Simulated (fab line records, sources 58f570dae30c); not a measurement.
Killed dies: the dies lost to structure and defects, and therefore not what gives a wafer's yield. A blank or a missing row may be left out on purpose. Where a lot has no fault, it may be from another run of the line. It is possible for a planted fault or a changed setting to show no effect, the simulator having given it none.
The same fault as seen by 2 desks -- flow berkeley-cmos170 -- only its own numbers are on each desk; what lay behind them is given at the end

== FOR THE TOOL OWNER'S DESK: implanter-01 ==
The tool's own readings at UCB170_NVT_IMPLANT_07: means of the sampled wafers that have a number, for each lot that ran on this tool. Any lot whose mean is over 4 standard deviations away from the usual mean is out of limits and marked OUT; that distance is given in the brackets.
Columns: A = dose-ions-cm2 at UCB170_NVT_IMPLANT_07, usual 3e+12; B = faraday-current-uA at UCB170_NVT_IMPLANT_07, usual 9.51
lot,first seen here,A,B
L583,day 5 21:31,3e+12,9.29
L585,day 6 09:21,3e+12,9.63
L589,day 7 09:01,3e+12,9.45
L590,day 7 20:52,3e+12,9.38
L592,day 8 04:40,3e+12,9.29
L595,day 8 18:54,2e+12 (-99 or more) OUT,7.48 (-11) OUT
L598,day 9 10:53,2e+12 (-99 or more) OUT,7.43 (-12) OUT
Finding of this desk: L595, L598 out of limits; the first was L595 at day 8 18:54, on dose-ions-cm2 at UCB170_NVT_IMPLANT_07. L583, L585, L589, L590, L592 stayed within limits.

== METROLOGY DESK ==
Means of the sampled wafers that have a number, per lot and without regard to the tool the lot ran on: this is what the gauges read. Any lot whose mean is over 4 standard deviations away from the usual mean is out of limits and marked OUT; that distance is given in the brackets.
Columns: A = NVT_TW at UCB170_NVT_TW_MEAS_09, usual 527; B = cd-nm at UCB170_PLDD_CD_MEAS_06, usual 1200.2 nm; C = NSD_RS at UCB170_SDANNEAL_RS_MEAS_03, usual 37.28 ohm/sq
lot,first seen here,A,B,C
L583,day 5 21:45,522,1200.4,37.26
L585,day 6 09:34,530,1199.8,37.30
L587,day 7 04:58,530,1199.3,37.33
L589,day 7 09:15,531,1200.8,37.31
L588,day 7 09:29,524,1202.8,37.33
L590,day 7 21:07,530,1198.4,37.14
L592,day 8 04:55,528,1200.0,37.12
L591,day 8 05:10,526,1202.0,37.26
L594,day 8 18:53,528,1198.8,37.28
L595,day 8 19:09,487 (-13) OUT,1199.7,37.22
L598,day 9 11:08,487 (-13) OUT,1201.4,37.29
L600,day 10 05:34,527,1199.8,37.26
L603,day 10 12:05,528,1198.6,37.36
L602,day 10 12:11,527,1200.1,37.33
This desk finds L595, L598 out of limits, with the earliest case on L595 at day 8 19:09 (NVT_TW at UCB170_NVT_TW_MEAS_09). L583, L585, L587, L589, L588, L590, L592, L591, L594, L600, L603, L602 stayed within limits.

== TAKEN TOGETHER ==
At day 8 18:54, on L595, L598, the tool owner's desk was in a position to raise an alarm.
An alarm was possible from the metrology desk at day 8 19:09, on L595, L598.
UCB170_NVT_IMPLANT_07 was run on implanter-01 by each of the lots named.

== WHAT THE SIMULATOR HAD INSERTED ==
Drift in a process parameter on implanter-01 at UCB170_NVT_IMPLANT_07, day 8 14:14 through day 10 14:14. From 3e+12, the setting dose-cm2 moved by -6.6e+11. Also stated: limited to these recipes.
Struck lots among those shown: L595, L598.
Delay (hours) between the fault's onset and each desk's first out-of-limits reading: 5 at the tool owner's desk, 5 at the metrology desk.
